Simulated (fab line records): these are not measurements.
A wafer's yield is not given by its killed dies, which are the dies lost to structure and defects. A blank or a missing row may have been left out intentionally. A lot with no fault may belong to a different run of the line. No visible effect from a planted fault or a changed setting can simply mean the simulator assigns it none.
The tool behind it: which one? + flow berkeley_cmos170 + 7 lots (21 wafers sampled), 1 step of a 331-step route

WHAT THE GAUGES SHOWED, per wafer
UCB170_NSD_TW_MEAS_10.
| lot  | measured     | on            | NSD_TW         |
|------|--------------|---------------|----------------|
| L448 | day 7 19:16  | film_metro-03 | 4138 4147 4172 |
| L450 | day 8 23:44  | film_metro-03 | 4111 4121 4126 |
| L453 | day 9 00:30  | film_metro-01 | 4160 4169 4200 |
| L459 | day 10 09:34 | film_metro-01 | 4167 4168 4166 |
| L464 | day 11 18:29 | film_metro-03 | 4132 4131 4136 |
| L469 | day 12 15:49 | film_metro-01 | 4190 4209 4205 |
| L470 | day 13 00:01 | film_metro-01 | 4189 4184 4188 |

EACH LOT AND THE TOOL THAT RAN IT (in order: tool; ch and the chambers of the sampled wafers; start)
There is no process step in the record ahead of these readings.

THE ANSWER, worked out from the rows above alone
Rule: the lots themselves supply what counts as usual. Put in order of their means at a reading, lots are off if they are a third of the lots or fewer, leave a main group of 4 or more, and stand apart from it by a gap of 3 or more times the standard deviation of the main group's means; of several such gaps the widest counts. Not used: any main group whose means are identical at the precision the tables above print for the reading. A lot without any number at a reading at which 4 lots or more have one is off too. The other lots that the step has rows for count as sound.
No lot is off at any reading shown: from this, nothing can be told.

WHAT HAD BEEN PUT IN BY THE SIMULATOR
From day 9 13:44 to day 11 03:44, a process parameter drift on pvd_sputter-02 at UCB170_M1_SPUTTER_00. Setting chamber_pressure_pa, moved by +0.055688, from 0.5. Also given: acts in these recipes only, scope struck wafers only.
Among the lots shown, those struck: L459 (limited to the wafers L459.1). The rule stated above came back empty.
